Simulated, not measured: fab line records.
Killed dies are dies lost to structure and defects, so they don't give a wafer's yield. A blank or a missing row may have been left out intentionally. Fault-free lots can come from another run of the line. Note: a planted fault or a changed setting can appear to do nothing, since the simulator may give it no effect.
The tool behind it: which one? || flow rit cmos || at 1 step of a route of 202, 14 lots with 42 wafers sampled

== WHAT EACH GAUGE READ, for each wafer ==
Not one reading of a measure or inspect step in the record can be checked against a usual standard deviation.

== EACH LOT AND THE TOOL THAT RAN IT (in order: tool; ch and the chambers of the sampled wafers; start) ==
{"lot": "L394", "RIT_ACTIVE_STRIP_14": "plasma asher-01 ch 0,1, day 2 06:59"}
{"lot": "L395", "RIT_ACTIVE_STRIP_14": "plasma asher-01 ch 0,1, day 2 14:21"}
{"lot": "L396", "RIT_ACTIVE_STRIP_14": "plasma asher-01 ch 0,1, day 2 19:19"}
{"lot": "L401", "RIT_ACTIVE_STRIP_14": "plasma asher-02 ch 0,1, day 3 16:55"}
{"lot": "L402", "RIT_ACTIVE_STRIP_14": "plasma asher-02 ch 0,1, day 3 22:39"}
{"lot": "L404", "RIT_ACTIVE_STRIP_14": "plasma asher-01 ch 0,1, day 4 08:07"}
{"lot": "L405", "RIT_ACTIVE_STRIP_14": "plasma asher-01 ch 0,1, day 4 12:58"}
{"lot": "L407", "RIT_ACTIVE_STRIP_14": "plasma asher-03 ch 0,1, day 4 23:01"}
{"lot": "L408", "RIT_ACTIVE_STRIP_14": "plasma asher-01 ch 0,1, day 5 03:50"}
{"lot": "L409", "RIT_ACTIVE_STRIP_14": "plasma asher-01 ch 1, day 5 08:58"}
{"lot": "L410", "RIT_ACTIVE_STRIP_14": "plasma asher-01 ch 0,1, day 5 14:01"}
{"lot": "L411", "RIT_ACTIVE_STRIP_14": "plasma asher-03 ch 0,1, day 5 18:50"}
{"lot": "L413", "RIT_ACTIVE_STRIP_14": "plasma asher-02 ch 0,1, day 6 05:59"}
{"lot": "L414", "RIT_ACTIVE_STRIP_14": "plasma asher-02 ch 0,1, day 6 10:53"}
- RIT_ACTIVE_STRIP_14: strips in O2, time 180 s.

== WHAT THE TOOLS THEMSELVES READ (means of the sampled wafers that have a number; where no wafer has one, the mark that the record gives instead) ==
RIT_ACTIVE_STRIP_14.
{"lot": "L394", "tool": "plasma asher-01", "chamber pressure mTorr (mTorr)": 3999, "drypump motor current A (A)": 6.1}
{"lot": "L395", "tool": "plasma asher-01", "chamber pressure mTorr (mTorr)": 3998, "drypump motor current A (A)": 6.1}
{"lot": "L396", "tool": "plasma asher-01", "chamber pressure mTorr (mTorr)": 4000, "drypump motor current A (A)": 6.1}
{"lot": "L401", "tool": "plasma asher-02", "chamber pressure mTorr (mTorr)": 3999, "drypump motor current A (A)": 6.2}
{"lot": "L402", "tool": "plasma asher-02", "chamber pressure mTorr (mTorr)": 3997, "drypump motor current A (A)": 6.3}
{"lot": "L404", "tool": "plasma asher-01", "chamber pressure mTorr (mTorr)": "-", "drypump motor current A (A)": "-"}
{"lot": "L405", "tool": "plasma asher-01", "chamber pressure mTorr (mTorr)": "-", "drypump motor current A (A)": "-"}
{"lot": "L407", "tool": "plasma asher-03", "chamber pressure mTorr (mTorr)": 4000, "drypump motor current A (A)": 6.2}
{"lot": "L408", "tool": "plasma asher-01", "chamber pressure mTorr (mTorr)": 4002, "drypump motor current A (A)": 5.6}
{"lot": "L409", "tool": "plasma asher-01", "chamber pressure mTorr (mTorr)": 4000, "drypump motor current A (A)": 5.1}
{"lot": "L410", "tool": "plasma asher-01", "chamber pressure mTorr (mTorr)": 3999, "drypump motor current A (A)": 5.6}
{"lot": "L411", "tool": "plasma asher-03", "chamber pressure mTorr (mTorr)": 4001, "drypump motor current A (A)": 6.2}
{"lot": "L413", "tool": "plasma asher-02", "chamber pressure mTorr (mTorr)": 3998, "drypump motor current A (A)": 6.2}
{"lot": "L414", "tool": "plasma asher-02", "chamber pressure mTorr (mTorr)": 3998, "drypump motor current A (A)": 6.2}

== THE ANSWER, worked out from the rows above alone ==
Rule: what is usual is taken from the lots themselves. The widest of any qualifying gaps counts: lots, ordered by their means at a reading, are off when they make up no more than a third of the lots, leave a main group of 4 or more, and stand apart from it by 3 or more times the standard deviation of that group's means. If all means in a main group match to the digits the tables above print for the reading, that group is not used. Also off: a lot with no number at a reading for which 4 or more lots have one. The other lots that the step has rows for count as sound. Order of review: gauges by route order, followed by the tools' own readings, for which a lot's mean as printed above is used. At the first step where some lot is off, the reading lying furthest off is the one used; lots without a number count as furthest.
Off, at RIT_ACTIVE_STRIP_14 on chamber pressure mTorr: L404, L405. Without a number there: L404, L405. Main group: mean 3999 mTorr, sd 1.4.
A tool fits if, at that step or a process step before it, it ran every lot that is off, and no sound lot after the first of them. None of those tried fits.

== WHAT HAD BEEN PUT IN BY THE SIMULATOR ==
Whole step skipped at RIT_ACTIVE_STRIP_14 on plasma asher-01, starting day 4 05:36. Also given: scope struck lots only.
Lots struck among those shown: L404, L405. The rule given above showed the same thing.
